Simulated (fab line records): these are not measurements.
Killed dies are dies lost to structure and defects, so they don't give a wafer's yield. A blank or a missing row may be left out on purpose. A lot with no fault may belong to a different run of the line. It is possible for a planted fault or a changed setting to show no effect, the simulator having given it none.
A sampling plan put to the test / flow rit cmos / one line in one fab, 28 faults in these records, each fault weighed on the records of the lots it struck
What counts as the plan is the set of the line's own looks, namely the steps on the route at which a gauge or an inspection reads a wafer and does not change it. A look can be judged if struck wafers have a number there and the file gives its usual mean and standard deviation on fault-free wafers. Caught: 4 or more of those standard deviations (sigma) separate the usual mean from the mean of the struck wafers at a look after the fault's first step. On the tool: the test repeated on the tool's own readings taken at the fault's steps. Caught also covers a different recipe on the struck wafers, or a record left blank for those wafers only.

== THE FAULTS, as the simulator had put them in ==
1. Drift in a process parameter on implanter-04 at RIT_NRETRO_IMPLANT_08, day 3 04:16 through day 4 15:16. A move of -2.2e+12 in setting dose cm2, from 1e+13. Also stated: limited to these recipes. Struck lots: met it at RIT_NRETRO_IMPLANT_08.
2. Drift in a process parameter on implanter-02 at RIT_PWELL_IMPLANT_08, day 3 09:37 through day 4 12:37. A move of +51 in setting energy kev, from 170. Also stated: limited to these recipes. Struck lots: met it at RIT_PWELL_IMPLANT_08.
3. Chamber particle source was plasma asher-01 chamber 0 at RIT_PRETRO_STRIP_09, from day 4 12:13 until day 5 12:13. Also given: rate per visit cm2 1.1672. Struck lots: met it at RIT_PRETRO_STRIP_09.
4. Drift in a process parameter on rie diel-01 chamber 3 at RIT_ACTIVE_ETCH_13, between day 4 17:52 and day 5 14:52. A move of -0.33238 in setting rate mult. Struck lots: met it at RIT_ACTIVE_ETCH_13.
5. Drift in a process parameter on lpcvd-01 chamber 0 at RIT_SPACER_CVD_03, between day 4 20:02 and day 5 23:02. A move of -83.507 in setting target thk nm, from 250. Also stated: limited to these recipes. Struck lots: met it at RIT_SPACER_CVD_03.
6. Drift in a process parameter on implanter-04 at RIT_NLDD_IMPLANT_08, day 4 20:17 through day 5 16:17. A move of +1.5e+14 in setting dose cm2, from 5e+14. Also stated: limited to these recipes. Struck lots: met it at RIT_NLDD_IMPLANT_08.
7. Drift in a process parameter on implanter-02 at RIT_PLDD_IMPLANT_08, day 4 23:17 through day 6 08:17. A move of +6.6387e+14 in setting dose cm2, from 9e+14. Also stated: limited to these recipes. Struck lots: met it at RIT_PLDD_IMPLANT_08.
8. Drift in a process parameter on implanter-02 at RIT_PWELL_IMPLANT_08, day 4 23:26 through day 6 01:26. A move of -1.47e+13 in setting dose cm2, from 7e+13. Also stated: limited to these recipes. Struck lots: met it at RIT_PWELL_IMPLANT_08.
9. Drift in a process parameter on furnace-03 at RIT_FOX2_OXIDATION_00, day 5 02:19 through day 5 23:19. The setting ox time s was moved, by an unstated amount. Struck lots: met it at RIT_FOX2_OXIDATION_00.
10. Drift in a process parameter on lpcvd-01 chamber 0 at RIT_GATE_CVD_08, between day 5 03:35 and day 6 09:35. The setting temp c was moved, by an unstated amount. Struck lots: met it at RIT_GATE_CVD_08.
11. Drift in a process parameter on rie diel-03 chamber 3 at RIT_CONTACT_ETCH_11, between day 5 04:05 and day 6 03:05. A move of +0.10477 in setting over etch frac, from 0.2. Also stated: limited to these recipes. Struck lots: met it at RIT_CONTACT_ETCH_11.
12. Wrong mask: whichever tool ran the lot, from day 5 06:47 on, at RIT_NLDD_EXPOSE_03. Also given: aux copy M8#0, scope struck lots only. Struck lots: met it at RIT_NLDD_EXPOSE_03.
13. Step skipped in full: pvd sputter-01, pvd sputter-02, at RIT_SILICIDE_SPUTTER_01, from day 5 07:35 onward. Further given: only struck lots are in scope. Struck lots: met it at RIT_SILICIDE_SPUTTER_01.
14. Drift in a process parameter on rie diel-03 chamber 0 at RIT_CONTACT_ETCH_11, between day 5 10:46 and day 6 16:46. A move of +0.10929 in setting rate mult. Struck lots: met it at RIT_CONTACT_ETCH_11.
15. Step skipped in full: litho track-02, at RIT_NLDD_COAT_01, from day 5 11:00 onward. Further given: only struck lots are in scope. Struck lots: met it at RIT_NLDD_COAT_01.
16. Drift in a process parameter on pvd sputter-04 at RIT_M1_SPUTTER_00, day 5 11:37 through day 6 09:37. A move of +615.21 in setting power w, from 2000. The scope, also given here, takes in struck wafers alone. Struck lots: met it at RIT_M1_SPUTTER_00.
17. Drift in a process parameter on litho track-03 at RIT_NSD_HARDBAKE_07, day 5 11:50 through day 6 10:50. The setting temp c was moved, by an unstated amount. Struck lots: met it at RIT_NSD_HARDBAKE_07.
18. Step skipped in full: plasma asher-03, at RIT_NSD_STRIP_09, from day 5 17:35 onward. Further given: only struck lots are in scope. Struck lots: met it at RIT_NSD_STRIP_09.
19. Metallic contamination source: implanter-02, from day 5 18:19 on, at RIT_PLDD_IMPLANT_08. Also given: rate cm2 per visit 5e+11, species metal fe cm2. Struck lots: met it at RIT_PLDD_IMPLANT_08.
20. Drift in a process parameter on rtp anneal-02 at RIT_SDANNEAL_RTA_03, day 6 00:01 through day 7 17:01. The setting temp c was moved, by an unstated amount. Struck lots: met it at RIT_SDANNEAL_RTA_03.
21. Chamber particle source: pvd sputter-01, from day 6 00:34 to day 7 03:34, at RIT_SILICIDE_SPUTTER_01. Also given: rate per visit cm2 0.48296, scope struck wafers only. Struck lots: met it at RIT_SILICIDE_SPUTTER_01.
22. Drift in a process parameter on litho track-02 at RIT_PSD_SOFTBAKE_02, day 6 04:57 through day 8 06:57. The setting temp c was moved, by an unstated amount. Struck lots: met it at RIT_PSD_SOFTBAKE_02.
23. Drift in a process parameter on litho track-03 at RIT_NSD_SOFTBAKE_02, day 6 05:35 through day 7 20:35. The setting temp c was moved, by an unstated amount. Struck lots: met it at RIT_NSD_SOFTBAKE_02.
24. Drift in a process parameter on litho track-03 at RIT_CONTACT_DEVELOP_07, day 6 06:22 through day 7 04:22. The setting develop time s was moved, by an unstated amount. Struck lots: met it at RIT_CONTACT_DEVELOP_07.
25. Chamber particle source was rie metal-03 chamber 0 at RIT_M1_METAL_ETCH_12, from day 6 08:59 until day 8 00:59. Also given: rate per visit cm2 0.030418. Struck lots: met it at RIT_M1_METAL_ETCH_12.
26. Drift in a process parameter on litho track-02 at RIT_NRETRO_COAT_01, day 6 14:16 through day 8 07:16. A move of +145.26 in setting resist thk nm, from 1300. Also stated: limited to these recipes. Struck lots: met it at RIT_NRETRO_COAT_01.
27. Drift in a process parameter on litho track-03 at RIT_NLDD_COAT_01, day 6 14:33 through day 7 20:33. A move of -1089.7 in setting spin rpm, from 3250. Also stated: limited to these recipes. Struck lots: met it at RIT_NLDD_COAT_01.
28. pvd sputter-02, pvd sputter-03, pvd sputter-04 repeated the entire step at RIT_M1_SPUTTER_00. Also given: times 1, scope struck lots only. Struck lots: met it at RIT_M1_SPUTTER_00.

== WHAT THE PLAN SAW ==
fault=1; on the tool itself=dose ions cm2 -99 or beyond sigma; first look that catches it=RIT_NRETRO_TW_MEAS_10; reading, sigma=NRETRO_TW -12; median hours from its first step to that look=0.3; hours from the fault's start to the first struck lot there=6; judged looks passed uncaught=0
fault=2; on the tool itself=beam energy keV +99 or beyond sigma; first look that catches it=RIT_WELLDRIVE_RS_MEAS_02; reading, sigma=PWELL_RS -9.7; median hours from its first step to that look=5.6; hours from the fault's start to the first struck lot there=7; judged looks passed uncaught=0
fault=3; on the tool itself=under 2 sigma; first look that catches it=no look after it can be judged; reading, sigma=-; median hours from its first step to that look=-; hours from the fault's start to the first struck lot there=-; judged looks passed uncaught=0
fault=4; on the tool itself=under 2 sigma; first look that catches it=no look after it can be judged; reading, sigma=-; median hours from its first step to that look=-; hours from the fault's start to the first struck lot there=-; judged looks passed uncaught=0
fault=5; on the tool itself=under 2 sigma; first look that catches it=RIT_SPACER_THK_MEAS_04; reading, sigma=SPACER_NITRIDE_THK -26; median hours from its first step to that look=1.9; hours from the fault's start to the first struck lot there=19; judged looks passed uncaught=0
fault=6; on the tool itself=dose ions cm2 +99 or beyond sigma; first look that catches it=RIT_NLDD_TW_MEAS_10; reading, sigma=NLDD_TW +11; median hours from its first step to that look=0.3; hours from the fault's start to the first struck lot there=6; judged looks passed uncaught=0
fault=7; on the tool itself=dose ions cm2 +99 or beyond sigma; first look that catches it=RIT_PLDD_TW_MEAS_10; reading, sigma=PLDD_TW +22; median hours from its first step to that look=0.3; hours from the fault's start to the first struck lot there=15; judged looks passed uncaught=0
fault=8; on the tool itself=dose ions cm2 -99 or beyond sigma; first look that catches it=RIT_PWELL_TW_MEAS_10; reading, sigma=PWELL_TW -8.9; median hours from its first step to that look=0.3; hours from the fault's start to the first struck lot there=3; judged looks passed uncaught=0
fault=9; on the tool itself=under 2 sigma; first look that catches it=RIT_FOX2_THK_MEAS_01; reading, sigma=FOX2_OXIDE_THK +23; median hours from its first step to that look=1.3; hours from the fault's start to the first struck lot there=7; judged looks passed uncaught=0
fault=10; on the tool itself=susceptor temp C +62 sigma; first look that catches it=RIT_GATE_THK_MEAS_09; reading, sigma=GATE_POLY_THK +48; median hours from its first step to that look=1.6; hours from the fault's start to the first struck lot there=1; judged looks passed uncaught=0
fault=11; on the tool itself=under 2 sigma; first look that catches it=no look after it can be judged; reading, sigma=-; median hours from its first step to that look=-; hours from the fault's start to the first struck lot there=-; judged looks passed uncaught=0
fault=12; on the tool itself=no reading that can be judged; first look that catches it=RIT_NLDD_TW_MEAS_10; reading, sigma=NLDD_TW -99 or beyond; median hours from its first step to that look=1.0; hours from the fault's start to the first struck lot there=5; judged looks passed uncaught=0
fault=13; on the tool itself=the tool's record is blank for the struck wafers; first look that catches it=no look after it can be judged; reading, sigma=-; median hours from its first step to that look=-; hours from the fault's start to the first struck lot there=-; judged looks passed uncaught=0
fault=14; on the tool itself=under 2 sigma; first look that catches it=no look after it can be judged; reading, sigma=-; median hours from its first step to that look=-; hours from the fault's start to the first struck lot there=-; judged looks passed uncaught=0
fault=15; on the tool itself=the tool's record is blank for the struck wafers; first look that catches it=RIT_PLDD_TW_MEAS_10; reading, sigma=PLDD_TW +37; median hours from its first step to that look=2.7; hours from the fault's start to the first struck lot there=3; judged looks passed uncaught=0
fault=16; on the tool itself=cathode dc power W +99 or beyond sigma; first look that catches it=RIT_M1_RS_MEAS_01; reading, sigma=M1_AL_RS -18; median hours from its first step to that look=0.3; hours from the fault's start to the first struck lot there=4; judged looks passed uncaught=0
fault=17; on the tool itself=heater power total W -50 sigma; first look that catches it=no look after it can be judged; reading, sigma=-; median hours from its first step to that look=-; hours from the fault's start to the first struck lot there=-; judged looks passed uncaught=0
fault=18; on the tool itself=the tool's record is blank for the struck wafers; first look that catches it=RIT_PSD_TW_MEAS_10; reading, sigma=PSD_TW -99 or beyond; median hours from its first step to that look=1.6; hours from the fault's start to the first struck lot there=2; judged looks passed uncaught=0
fault=19; on the tool itself=under 2 sigma; first look that catches it=none of the 5 looks that can be judged after it; reading, sigma=-; median hours from its first step to that look=-; hours from the fault's start to the first struck lot there=-; judged looks passed uncaught=5
fault=20; on the tool itself=wafer_temp_C_max -6.6 sigma; first look that catches it=RIT_SDANNEAL_RS_MEAS_04; reading, sigma=PSD_RS +14; median hours from its first step to that look=0.1; hours from the fault's start to the first struck lot there=5; judged looks passed uncaught=0
fault=21; on the tool itself=only faintly: throttle valve pct +2.0 sigma; first look that catches it=no look after it can be judged; reading, sigma=-; median hours from its first step to that look=-; hours from the fault's start to the first struck lot there=-; judged looks passed uncaught=0
fault=22; on the tool itself=heater power total W +52 sigma; first look that catches it=not the one look that can be judged after it; reading, sigma=-; median hours from its first step to that look=-; hours from the fault's start to the first struck lot there=-; judged looks passed uncaught=1
fault=23; on the tool itself=heater power total W -40 sigma; first look that catches it=not the one look that can be judged after it; reading, sigma=-; median hours from its first step to that look=-; hours from the fault's start to the first struck lot there=-; judged looks passed uncaught=1
fault=24; on the tool itself=no reading that can be judged; first look that catches it=RIT_CONTACT_CD_MEAS_08; reading, sigma=cd nm -9.7; median hours from its first step to that look=0.8; hours from the fault's start to the first struck lot there=8; judged looks passed uncaught=0
fault=25; on the tool itself=under 2 sigma; first look that catches it=no look after it can be judged; reading, sigma=-; median hours from its first step to that look=-; hours from the fault's start to the first struck lot there=-; judged looks passed uncaught=0
fault=26; on the tool itself=under 2 sigma; first look that catches it=not the one look that can be judged after it; reading, sigma=-; median hours from its first step to that look=-; hours from the fault's start to the first struck lot there=-; judged looks passed uncaught=1
fault=27; on the tool itself=spin speed rpm -99 or beyond sigma; first look that catches it=not the one look that can be judged after it; reading, sigma=-; median hours from its first step to that look=-; hours from the fault's start to the first struck lot there=-; judged looks passed uncaught=1
fault=28; on the tool itself=under 2 sigma; first look that catches it=RIT_M1_RS_MEAS_01; reading, sigma=M1_AL_RS -39; median hours from its first step to that look=1.3; hours from the fault's start to the first struck lot there=-; judged looks passed uncaught=0
A dash: this means the fault isn't caught or the number doesn't appear in these records.

Caught at a look: 15 of 28. Caught on the tool: 15 of 28. By one or the other: 20 of 28.
Faults caught by the tool alone: 13, 17, 22, 23, 27.
Caught at a look alone: faults 5, 9, 12, 24, 28.
Caught by neither: faults 3, 4, 11, 14, 19, 21, 25, 26.

== THINNER SAMPLING ==
In the worst case, this is how late the first struck lot would be measured if the look that catches a fault measured only every second or every third lot, by lot number:
fault=1; struck lots at that look, in order of time=L452, L456; every lot=6 h; every second lot=may miss all 2; every third lot=may miss all 2
fault=2; struck lots at that look, in order of time=L832, L833, L834; every lot=7 h; every second lot=13 h; every third lot=21 h
fault=5; struck lots at that look, in order of time=L334; every lot=19 h; every second lot=may miss it; every third lot=may miss it
fault=6; struck lots at that look, in order of time=L572, L573, L574; every lot=6 h; every second lot=8 h; every third lot=15 h
fault=7; struck lots at that look, in order of time=L783, L784; every lot=15 h; every second lot=24 h; every third lot=may miss all 2
fault=8; struck lots at that look, in order of time=L539, L540; every lot=3 h; every second lot=10 h; every third lot=may miss all 2
fault=9; struck lots at that look, in order of time=L738, L739; every lot=7 h; every second lot=19 h; every third lot=may miss all 2
fault=10; struck lots at that look, in order of time=L567, L568; every lot=1 h; every second lot=2 h; every third lot=may miss all 2
fault=12; struck lots at that look, in order of time=L469; every lot=5 h; every second lot=may miss it; every third lot=may miss it
fault=15; struck lots at that look, in order of time=L998, L999; every lot=3 h; every second lot=12 h; every third lot=may miss all 2
fault=16; struck lots at that look, in order of time=L397; every lot=4 h; every second lot=may miss it; every third lot=may miss it
fault=18; struck lots at that look, in order of time=L769, L770, L771; every lot=2 h; every second lot=11 h; every third lot=18 h
fault=20; struck lots at that look, in order of time=L392, L394, L396; every lot=5 h; every second lot=may miss all 3; every third lot=30 h
fault=24; struck lots at that look, in order of time=L293, L294, L295; every lot=8 h; every second lot=13 h; every third lot=17 h
Hours count from the start of the fault until the first struck lot that is measured. The limit of 4 sigma was tested on all struck wafers together, so one lot alone may lie under it. Other struck lots may not be in these records.

== THE LONGEST TIMED WAY FROM STEP TO LOOK ==
Fault 2: a median of 5.6 hours passes between RIT_PWELL_IMPLANT_08 and RIT_WELLDRIVE_RS_MEAS_02. No look between them can be judged.
